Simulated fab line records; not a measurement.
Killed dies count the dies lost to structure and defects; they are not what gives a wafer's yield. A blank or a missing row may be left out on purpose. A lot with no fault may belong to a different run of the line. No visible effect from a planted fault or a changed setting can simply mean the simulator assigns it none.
A lot that was struck, set against a sound lot || flow berkeley_cmos170 || 36 steps out of a route of 331
Sound: the wafers L471.1, L471.2, L471.5. Wafers L482.1, L482.3, L482.5 were the ones struck. The cause is named last.
Each step with rows lists, per side, the tool, then ch with its chambers, then its first start. Under that, the readings that differ: sound wafers || struck wafers || difference of the means || sigmas: that difference in standard deviations of wafers without a fault.
alike: readings with means less than 2 such deviations apart, plus words and numbers identical on both sides. not compared: withheld readings, readings lacking a value on some wafer, bounds such as >300 that could conceal the same value, and numbers that have no deviation in the record and whose values overlap.
A row with sigmas, a row that says differs or no value, or rows on one side alone: a step with any of these is where the two part. Non-overlapping numbers with no deviation appear without sigmas and do not part them. Lack of a reading on every wafer of one side parts them only where that side has two or more wafers.

UCB170_SPACER_CVD_00: deposits SiO2 from TEOS/O2, target thk 376 nm, time 47 s.
  sound on pecvd-02 ch 1,2, day 7 21:44; struck on pecvd-03 ch 0,1,2, day 10 11:27
  alike: heater_power_w
UCB170_SPACER_THK_MEAS_01:
  struck on film_metro-01, day 10 11:29; sound on film_metro-04, day 7 21:47
  alike: SPACER_TEOS_THK
then, 8 steps without rows for these wafers: UCB170_SPACER_ANNEAL_02 (time 1800 s); UCB170_SPACER_ETCHBACK_03 (etches SiO2 in CHF3/CF4/Ar, stops on Si, target depth 376 nm, time 100 s); UCB170_PSD_HMDS_00 (prime time 60 s); UCB170_PSD_COAT_01 (resist thk 900 nm); UCB170_PSD_SOFTBAKE_02 (time 60 s); UCB170_PSD_EXPOSE_03 (exposes mask PSELECT MOD, target cd 1200 nm); UCB170_PSD_PEB_04; UCB170_PSD_DEVELOP_05 (develop time 45 s).
UCB170_PSD_CD_MEAS_06 targets a cd of 1200 nm.
  struck on cd_sem-02, day 10 15:34; sound on cd_sem-01, day 8 04:41
  alike: cd_nm
UCB170_PSD_OVL_MEAS_07:
  struck on overlay-02, day 10 15:41; sound on overlay-02, day 8 04:49
  alike: PSD_OVL
UCB170_PSD_IMPLANT_08:
  sound on implanter-03 ch 0, day 8 04:51; struck on implanter-01 ch 0, day 10 15:43
{"reading": "dose_ions_cm2", "sound": "3e+15 2.998e+15 3.001e+15", "struck": "1.837e+15 1.836e+15 1.836e+15", "difference": -1.163e+15, "sigmas": "-99 or more"}
{"reading": "end_station_pressure_torr (Torr)", "sound": "1.31e-05 1.2e-05 1.19e-05", "struck": "9.8e-06 9.8e-06 9.8e-06", "difference": -2.5e-06, "sigmas": -4}
{"reading": "faraday_current_uA", "sound": "9534 9080 8846", "struck": "5696 5822 5788", "difference": -3385, "sigmas": -16}
  alike: beam_on_s
UCB170_PSD_STRIP_09: strips in O2.
  sound on plasma_asher-01 ch 0,1, day 8 05:00; struck on plasma_asher-01 ch 1, day 10 15:52
{"reading": "oes_product_au (a.u.)", "sound": "0.600 0.613 0.599", "struck": "0.669 0.666 0.674", "difference": "+0.066", "sigmas": "+14"}
{"reading": "strip_time_to_endpoint_s (s)", "sound": "29.41 29.39 29.38", "struck": "24.51 24.49 24.61", "difference": -4.86, "sigmas": -64}
  alike: drypump_motor_current_A
  not compared: rf_hours_counter_h
UCB170_PSD_TW_MEAS_10:
  struck on film_metro-02, day 10 16:11; sound on film_metro-03, day 8 05:06
{"reading": "PSD_TW", "sound": "2333 2317 2325", "struck": "2025 2025 2027", "difference": -299, "sigmas": -19}
  not compared: hold
then, 6 steps without rows for these wafers: UCB170_NSD_HMDS_00 (prime time 60 s); UCB170_NSD_COAT_01 (resist thk 900 nm); UCB170_NSD_SOFTBAKE_02 (time 60 s); UCB170_NSD_EXPOSE_03 (exposes mask NSELECT MOD, target cd 1200 nm); UCB170_NSD_PEB_04; UCB170_NSD_DEVELOP_05 (develop time 45 s).
UCB170_NSD_CD_MEAS_06 targets a cd of 1200 nm.
  struck on cd_sem-01, day 11 01:38; sound on cd_sem-01, day 8 10:33
  alike: cd_nm
UCB170_NSD_OVL_MEAS_07:
  struck on overlay-02, day 11 01:45; sound on overlay-02, day 8 10:40
  alike: NSD_OVL
then, 1 step without rows for these wafers: UCB170_NSD_IMPLANT_08.
UCB170_NSD_STRIP_09: strips in O2.
  sound on plasma_asher-01 ch 0,1, day 8 10:51; struck on plasma_asher-02 ch 1, day 11 02:07
  alike: drypump_motor_current_A, oes_product_au, strip_time_to_endpoint_s
  not compared: rf_hours_counter_h
UCB170_NSD_TW_MEAS_10:
  struck on film_metro-02, day 11 02:14; sound on film_metro-03, day 8 10:57
{"reading": "NSD_TW", "sound": "4157 4162 4157", "struck": "4233 4228 4235", "difference": "+73", "sigmas": "+3"}
then, 4 steps without rows for these wafers: UCB170_NSD_CLEAN_11 (cleans in SPM, time 600 s); UCB170_BACKSIDE_HMDS_00 (prime time 60 s); UCB170_BACKSIDE_COAT_01 (resist thk 900 nm); UCB170_BACKSIDE_SOFTBAKE_02 (time 60 s).
UCB170_BACKSIDE_STRIP_03: strips in O2.
  sound on plasma_asher-02 ch 0,1, day 8 11:43; struck on plasma_asher-04 ch 0,1, day 11 03:08
  alike: drypump_motor_current_A, oes_product_au, strip_time_to_endpoint_s
  not compared: rf_hours_counter_h
then, 1 step without rows for these wafers: UCB170_BACKSIDE_CLEAN_04 (cleans in SPM, time 600 s).
UCB170_SDANNEAL_RTA_00: time 10 s.
  sound on rtp_anneal-01 ch 0, day 8 12:04; struck on rtp_anneal-01 ch 0, day 11 04:23
  alike: anneal_temp_c_max, lamp_power_pct, wafer_temp_C_max
UCB170_SDANNEAL_RTA_01: time 5 s.
  sound on rtp_anneal-01 ch 0, day 8 12:08; struck on rtp_anneal-01 ch 0, day 11 04:26
  alike: anneal_temp_c_max, lamp_power_pct, wafer_temp_C_max
UCB170_SDANNEAL_RS_MEAS_02: uses a four-point probe to measure.
  struck on film_metro-03, day 11 04:47; sound on film_metro-02, day 8 12:27
{"reading": "PSD_RS (ohm/sq)", "sound": "75.39 75.53 75.21", "struck": "105.58 106.12 105.69", "difference": "+30.42", "sigmas": "+99 or more"}
  not compared: hold
UCB170_M3_PROBE_99:
  sound wafers here have rows in the record (prober-01, day 9 13:59); struck ones have none

WHERE THEY PART
Earliest at UCB170_PSD_IMPLANT_08; latest, in this record, at UCB170_M3_PROBE_99.

WHY: whatever the simulator had introduced
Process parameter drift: implanter-01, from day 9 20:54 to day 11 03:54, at UCB170_PSD_IMPLANT_08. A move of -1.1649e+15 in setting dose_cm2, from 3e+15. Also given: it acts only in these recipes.
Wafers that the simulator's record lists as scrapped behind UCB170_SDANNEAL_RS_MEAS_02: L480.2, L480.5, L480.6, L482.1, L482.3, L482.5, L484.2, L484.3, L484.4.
